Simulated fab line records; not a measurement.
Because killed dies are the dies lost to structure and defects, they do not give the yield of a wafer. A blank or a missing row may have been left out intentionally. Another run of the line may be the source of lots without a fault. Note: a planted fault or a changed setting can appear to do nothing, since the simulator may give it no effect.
The same fault as seen by 2 desks || flow berkeleyCmos170 || only its own numbers are on each desk; what lay behind them is given at the end

FROM THE METROLOGY DESK
Lot by lot, what the gauges showed, no matter which tool ran the lot: averages of those sampled wafers that carry a number. The brackets show how far a lot's mean lies from the usual mean; more than 4 standard deviations puts the lot out of limits, marked OUT.
Columns: A = M2_AL_RS at UCB170_M2_RS_MEAS_02, usual 0.0322 ohm/sq; B = M2_AL_THK at UCB170_M2_THK_MEAS_03, usual 913 nm
{"lot": "L300", "first seen here": "day 7 10:40", "A": 0.0321, "B": 920}
{"lot": "L301", "first seen here": "day 7 10:54", "A": 0.0323, "B": 902}
{"lot": "L304", "first seen here": "day 8 01:17", "A": 0.0321, "B": 915}
{"lot": "L305", "first seen here": "day 8 01:31", "A": 0.0321, "B": 922}
{"lot": "L308", "first seen here": "day 8 19:37", "A": 0.0325, "B": 903}
{"lot": "L310", "first seen here": "day 9 06:41", "A": 0.0324, "B": 909}
{"lot": "L312", "first seen here": "day 9 17:41", "A": 0.0325, "B": 902}
{"lot": "L311", "first seen here": "day 9 17:58", "A": 0.0326, "B": 905}
{"lot": "L314", "first seen here": "day 10 10:31", "A": 0.0327, "B": 903}
{"lot": "L315", "first seen here": "day 10 13:10", "A": 0.0321, "B": 919}
{"lot": "L316", "first seen here": "day 10 13:26", "A": 0.0331, "B": 886}
{"lot": "L317", "first seen here": "day 11 01:04", "A": 0.0328, "B": 898}
{"lot": "L319", "first seen here": "day 11 11:26", "A": 0.0320, "B": 912}
{"lot": "L320", "first seen here": "day 11 21:20", "A": 0.0318, "B": 920}
{"lot": "L322", "first seen here": "day 12 09:52", "A": 0.0322, "B": 912}
This desk's finding: nothing out of limits on any of the 15 lots.

DESK OF THE TOOL OWNER: pvdSputter-03
The tool's own readings at UCB170_M2_SPUTTER_01 (material Al, target thk 900 nm, time 120 s): means of the sampled wafers that have a number, for each lot that ran on this tool. The brackets show how far a lot's mean lies from the usual mean; more than 4 standard deviations puts the lot out of limits, marked OUT.
Columns: A = throttleValvePct at UCB170_M2_SPUTTER_01, usual 30.4 %
{"lot": "L300", "first seen here": "day 7 10:33", "A": 30.7}
{"lot": "L304", "first seen here": "day 8 01:11", "A": 30.8}
{"lot": "L310", "first seen here": "day 9 06:35", "A": 32.2}
{"lot": "L311", "first seen here": "day 9 17:52", "A": 30.9}
{"lot": "L314", "first seen here": "day 10 10:25", "A": 31.4}
{"lot": "L316", "first seen here": "day 10 13:20", "A": 31.6}
{"lot": "L317", "first seen here": "day 11 00:56", "A": 31.4}
This desk's finding: nothing out of limits on any of the 7 lots.

ALL TOGETHER
From the metrology desk's view, nothing was out of limits.
The tool owner's desk saw nothing out of limits.

WHAT THE SIMULATOR HAD INSERTED
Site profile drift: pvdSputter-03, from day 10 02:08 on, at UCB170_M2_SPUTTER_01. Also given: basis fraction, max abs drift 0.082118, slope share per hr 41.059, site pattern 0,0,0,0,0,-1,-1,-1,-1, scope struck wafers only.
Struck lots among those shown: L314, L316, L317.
